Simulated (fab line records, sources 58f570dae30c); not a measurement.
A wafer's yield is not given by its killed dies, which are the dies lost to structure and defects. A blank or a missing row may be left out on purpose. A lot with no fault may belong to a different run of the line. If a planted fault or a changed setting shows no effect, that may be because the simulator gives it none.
One fault seen from 2 desks ; flow berkeley-cmos170 ; what lay behind the numbers comes last; until then each desk has only its own

== TOOL OWNER'S DESK, lpcvd-02 ==
The tool's own readings at UCB170_NWELL_CVD_04 (deposits Si3N4 from SiH2Cl2/NH3, target thk 224 nm, time 3360 s): means of the sampled wafers that have a number, for each lot that ran on this tool. Any lot whose mean is over 4 standard deviations away from the usual mean is out of limits and marked OUT; that distance is given in the brackets.
Columns: A = sih2cl2-flow-sccm at UCB170_NWELL_CVD_04, usual 24.99 sccm; B = spike-tc-centre-C at UCB170_NWELL_CVD_04, usual 802.3 C; C = spike-tc-source-C at UCB170_NWELL_CVD_04, usual 824.0 C; D = zone-power-source-pct at UCB170_NWELL_CVD_04, usual 19.4 %
lot;first seen here;A;B;C;D
L921;day 2 10:32;25.02;802.0;826.6;20.4
L923;day 2 22:17;24.98;803.5;826.5;20.5
L926;day 3 09:51;24.94;802.7;825.8;20.7
L928;day 4 02:21;24.98;802.0;827.0;20.6
L929;day 4 02:21;24.93;802.1;821.5;18.7
L937;day 5 21:02;24.99;802.4;822.6;18.7
L939;day 6 03:37;20.03 (-69) OUT;801.1;825.3;20.6
L940;day 6 03:37;20.01 (-69) OUT;800.6;827.2;20.5
L941;day 6 13:28;19.98 (-70) OUT;803.0;821.5;18.7
Finding of this desk: L939, L940, L941 out of limits; the first was L939 at day 6 03:37, on sih2cl2-flow-sccm at UCB170_NWELL_CVD_04. L921, L923, L926, L928, L929, L937 stayed within limits.

== THE METROLOGY DESK ==
Lot by lot, what the gauges showed, no matter which tool ran the lot: averages of those sampled wafers that carry a number. Any lot whose mean is over 4 standard deviations away from the usual mean is out of limits and marked OUT; that distance is given in the brackets.
Columns: A = INCOMING_BOW at UCB170_START_BOW_MEAS_00, usual 1 um; B = NWELL_NITRIDE_THK at UCB170_NWELL_THK_MEAS_05, usual 223.7 nm; C = PVT_OVL at UCB170_PVT_OVL_MEAS_06, usual -1 nm
lot;first seen here;A;B;C
L921;day 1 10:00;-1;224.2;2
L923;day 1 20:00;3;220.5;-4
L924;day 2 01:00;-3;224.4;-1
L925;day 2 06:00;1;227.1;0
L926;day 2 11:00;-1;219.5;-3
L927;day 2 16:00;9;225.8;3
L928;day 2 21:01;5;221.4;-6
L929;day 3 02:01;0;225.3;-3
L930;day 3 07:01;3;223.7;-3
L931;day 3 12:04;-1;222.7;-1
L932;day 3 17:01;-1;224.4;2
L937;day 4 18:00;-6;219.9;-10
L939;day 5 04:00;-6;208.4 (-6.1) OUT;-3
L940;day 5 09:01;3;210.5 (-5.3) OUT;4
L941;day 5 14:00;-3;215.1;-2
This desk's result: L939, L940 out of limits, first on L939 (NWELL_NITRIDE_THK at UCB170_NWELL_THK_MEAS_05), day 6 05:33. L921, L923, L924, L925, L926, L927, L928, L929, L930, L931, L932, L937, L941 stayed within limits.

== BROUGHT TOGETHER ==
At day 6 03:37, on L939, L940, L941, the tool owner's desk was in a position to raise an alarm.
Metrology desk: alarm possible at day 6 05:33 on L939, L940.
The metrology desk holds a record of L941, inside its limits.
UCB170_NWELL_CVD_04 was run on lpcvd-02 by each of the lots named.

== WHAT WAS PUT IN BY THE SIMULATOR ==
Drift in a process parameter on lpcvd-02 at UCB170_NWELL_CVD_04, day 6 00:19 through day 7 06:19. The setting sih2cl2-flow-sccm was moved by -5, starting from 25. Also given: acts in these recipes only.
Lots struck among those shown: L939, L940, L941.
Delay (hours) between the fault's onset and each desk's first out-of-limits reading: 3 at the tool owner's desk, 5 at the metrology desk.
